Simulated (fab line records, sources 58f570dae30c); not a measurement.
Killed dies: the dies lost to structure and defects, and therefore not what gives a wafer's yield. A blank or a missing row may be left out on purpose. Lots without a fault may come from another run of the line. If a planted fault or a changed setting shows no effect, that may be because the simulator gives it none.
Problem report in the 8D (eight disciplines) form, filled by code -- flow berkeley-cmos170 -- the parts of the form that need people (team, actions taken, sign-off) are left out

## 1. THE PROBLEM
PVT_TW at UCB170_PVT_TW_MEAS_09 reads a mean of 425 on 6 wafers of 2 lots; wafers without a fault read 515 with a standard deviation of 5.6. Relative to the usual mean, that is a shift of -16 standard deviations.
Seen first at day 10 22:10 on film-metro-01, wafer L797.3. The record holds 42 wafers of 14 lots with a number at this step. By rule, "out" or "out of limits" means more than 4 standard deviations away from the usual mean. The other wafers with a number count as sound.

## 2. WHAT IT IS, WHAT IT ISN'T
question,is,is not
which readings at this step,PVT_TW,-
which lots,"L797, L799","L777, L778, L779, L780, L781, L782, L786, L787, L788, L789, L790, L800"
which wafers of those lots,all that have a number,-
read on which gauges,"film-metro-01, film-metro-04",film-metro-03
when,from day 10 22:10,up to then (33 sound wafers); but 3 sound wafers of L800 came after

## 3. SUSPECTS, AND WHAT RULES EACH OUT
Counting: a tool stays on the suspect list if, at a process step up to the reading, it processed all lots that are out and no sound lot following the first of them.
- the gauge at UCB170_PVT_TW_MEAS_09 has been ruled out. 2 gauges (film-metro-01, film-metro-04) read the wafers that are out.
- implanter-04 at UCB170_PVT_IMPLANT_07: kept. It processed each lot that is out, first L797 at day 10 21:57, and no sound lot thereafter; up to then, the last sound lot it processed was L790 at day 9 15:58. Its own dose-ions-cm2, faraday-current-uA readings are out on those wafers.
Remaining after the count: implanter-04 at UCB170_PVT_IMPLANT_07.

## 4. THE CAUSE (what the simulator had put in)
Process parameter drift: implanter-04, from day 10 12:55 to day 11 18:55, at UCB170_PVT_IMPLANT_07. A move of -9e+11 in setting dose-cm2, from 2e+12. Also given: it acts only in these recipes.
Only this tool survived the counting.

## 5. THE CHAIN OF EFFECTS, in route order
Each row: a reading whose mean over the struck wafers that have a number lies more than 3 standard deviations from the usual. Only readings for which the record gives a usual standard deviation are gone through. hours: the time from each lot's start at the first step in this table that gives one to its start at this step, as a median over the lots. sigmas: the change in usual standard deviations.
hours,step,reading,usual,on struck wafers,change,sigmas
0,UCB170_PVT_IMPLANT_07,dose-ions-cm2,2e+12,1e+12,-9e+11,-99 or more
0,UCB170_PVT_IMPLANT_07,faraday-current-uA,6.32,3.45,-2.88,-22
0,UCB170_PVT_TW_MEAS_09,PVT_TW,515,425,-90,-16
Process steps it contains:
- UCB170_PVT_IMPLANT_07

## 6. HOW IT WOULD HAVE BEEN CAUGHT EARLIER
9 hours passed between the start of the fault at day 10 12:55 and the first reading out of limits at a measuring or inspecting step in this record, taken at day 10 22:10.
The tool's own readings at UCB170_PVT_IMPLANT_07 were out on every struck wafer that the step has a row for (dose-ions-cm2, faraday-current-uA): an alarm limit on them would have fired on the first of those.
Lots out: 2; of these, L799 started UCB170_PVT_IMPLANT_07 on implanter-04 after day 10 22:10. It would have been spared by a hold on the tool at that moment.
